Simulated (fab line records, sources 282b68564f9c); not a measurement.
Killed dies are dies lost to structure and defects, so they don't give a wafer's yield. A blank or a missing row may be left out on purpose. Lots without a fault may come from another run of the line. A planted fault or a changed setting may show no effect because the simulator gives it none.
A struck lot beside a sound one | flow rit_cmos | 32 steps out of a route of 202
Sound: wafers L348.3, L348.4, L348.6. Struck: wafers L357.1, L357.2, L357.6. The cause comes at the end.
At each step with rows: each side's tool, then ch and its chambers, then its first start. Under that, the readings that differ: sound wafers | struck wafers | difference of the means | sigmas: that difference in standard deviations of wafers without a fault.
alike: readings whose means differ by less than 2 such deviations, and words and numbers that are the same on both sides. not compared: withheld readings, readings that some wafer has no value for, bounds like >300 that may hide the same value, and numbers for which the record gives no deviation and whose values overlap.
The two part at a step that has a row with sigmas, a row that says differs or no value, or rows on one side only. Numbers that don't overlap but have no deviation are shown without sigmas and don't part them. A reading that every wafer of one side lacks parts them only if that side has two wafers or more.

first, 2 steps without rows for these wafers: RIT_SPACER_CLEAN_02 (cleans in SC2, time 600 s); RIT_SPACER_CVD_03 (deposits Si3N4 from SiH2Cl2/NH3, target thk 250 nm, time 3300 s).
RIT_SPACER_THK_MEAS_04:
  sound on film_metro-01, day 2 22:00; struck on film_metro-01, day 4 18:27
  alike: SPACER_NITRIDE_THK
RIT_SPACER_ETCHBACK_05: etches Si3N4 in SF6/CHF3, stops on SiO2, target depth 250 nm, time 240 s.
  sound on rie_diel-01 ch 0,1,2, day 2 22:02; struck on rie_diel-02 ch 0,2, day 4 18:31
  alike: drypump_motor_current_A, oes_product_au, throttle_valve_pct
  not compared: rf_hours_counter_h
then, 6 steps without rows for these wafers: RIT_NSD_HMDS_00 (prime time 60 s); RIT_NSD_COAT_01 (resist thk 1000 nm); RIT_NSD_SOFTBAKE_02 (time 60 s); RIT_NSD_EXPOSE_03 (exposes mask M9, target cd 40700 nm); RIT_NSD_PEB_04; RIT_NSD_DEVELOP_05 (develop time 50 s).
RIT_NSD_OVL_MEAS_06:
  sound on overlay-02, day 2 23:04; struck on overlay-02, day 4 19:31
  reading      | sound          | struck      | difference | sigmas
  NSD_OVL (nm) | -2.0 -1.9 -1.5 | 2.1 0.2 2.4 | +3.4       | +2
then, 1 step without rows for these wafers: RIT_NSD_HARDBAKE_07 (time 60 s).
RIT_NSD_IMPLANT_08:
  sound on implanter-02 ch 0, day 2 23:17; struck on implanter-04 ch 0, day 4 19:41
  reading                          | sound                         | struck                           | difference  | sigmas
  dose_ions_cm2                    | 9.998e+14 9.988e+14 9.999e+14 | 1.6236e+15 1.6245e+15 1.6254e+15 | +6.2500e+14 | +99 or more
  end_station_pressure_torr (Torr) | 7.3e-06 7.1e-06 6.7e-06       | 9.5e-06 9.2e-06 8.9e-06          | +2.2e-06    | +6
  faraday_current_uA               | 3069 3231 3216                | 5124 4982 5104                   | +1898       | +33
RIT_NSD_STRIP_09: strips in O2, time 180 s.
  sound on plasma_asher-02 ch 0,1, day 2 23:26; struck on plasma_asher-02 ch 0,1, day 4 19:50
  alike: drypump_motor_current_A
  not compared: rf_hours_counter_h
RIT_NSD_TW_MEAS_10:
  sound on film_metro-03, day 2 23:35; struck on film_metro-03, day 4 20:14
  reading | sound          | struck         | difference | sigmas
  NSD_TW  | 3141 3147 3131 | 3450 3464 3451 | +315       | +10
  not compared: hold
then, 5 steps without rows for these wafers: RIT_PSD_COAT_01 (resist thk 1000 nm); RIT_PSD_SOFTBAKE_02 (time 60 s); RIT_PSD_EXPOSE_03 (exposes mask M10, target cd 40900 nm); RIT_PSD_PEB_04; RIT_PSD_DEVELOP_05 (develop time 50 s).
RIT_PSD_OVL_MEAS_06:
  sound on overlay-01, day 3 00:29; struck on overlay-02, day 5 02:27
  alike: PSD_OVL
then, 2 steps without rows for these wafers: RIT_PSD_HARDBAKE_07 (time 60 s); RIT_PSD_IMPLANT_08.
RIT_PSD_STRIP_09: strips in O2, time 180 s.
  sound on plasma_asher-02 ch 0,1, day 3 00:52; struck on plasma_asher-02 ch 0,1, day 5 02:47
  alike: drypump_motor_current_A
  not compared: rf_hours_counter_h
RIT_PSD_TW_MEAS_10:
  sound on film_metro-04, day 3 01:00; struck on film_metro-01, day 5 03:56
  alike: PSD_TW
then, 3 steps without rows for these wafers: RIT_SDANNEAL_CLEAN_00 (cleans in SC1, time 600 s); RIT_SDANNEAL_CLEAN_01 (cleans in dHF, time 30 s); RIT_SDANNEAL_CLEAN_02 (cleans in SC2, time 600 s).
RIT_SDANNEAL_RTA_03: time 5 s.
  sound on rtp_anneal-02 ch 0, day 3 01:25; struck on rtp_anneal-01 ch 0, day 5 04:23
  alike: ramp_down_c_per_s, wafer_temp_C_max
RIT_SDANNEAL_RS_MEAS_04: measures by four-point-probe.
  sound on film_metro-04, day 3 01:30; struck on film_metro-01, day 5 04:26
  alike: PSD_RS
RIT_SDANNEAL_RS_MEAS_05: measures by four-point-probe.
  sound on film_metro-04, day 3 01:37; struck on film_metro-01, day 5 04:51
  reading         | sound             | struck            | difference | sigmas
  NSD_RS (ohm/sq) | 84.23 84.38 84.02 | 59.03 58.92 58.88 | -25.27     | -97
  not compared: hold
RIT_M1_PROBE_99:
  the record has rows for the sound wafers here (prober-01, day 3 09:38) and none for the struck ones

WHERE THEY PART
First at RIT_NSD_OVL_MEAS_06; last, within this record, at RIT_M1_PROBE_99.

WHY: what the simulator had put in
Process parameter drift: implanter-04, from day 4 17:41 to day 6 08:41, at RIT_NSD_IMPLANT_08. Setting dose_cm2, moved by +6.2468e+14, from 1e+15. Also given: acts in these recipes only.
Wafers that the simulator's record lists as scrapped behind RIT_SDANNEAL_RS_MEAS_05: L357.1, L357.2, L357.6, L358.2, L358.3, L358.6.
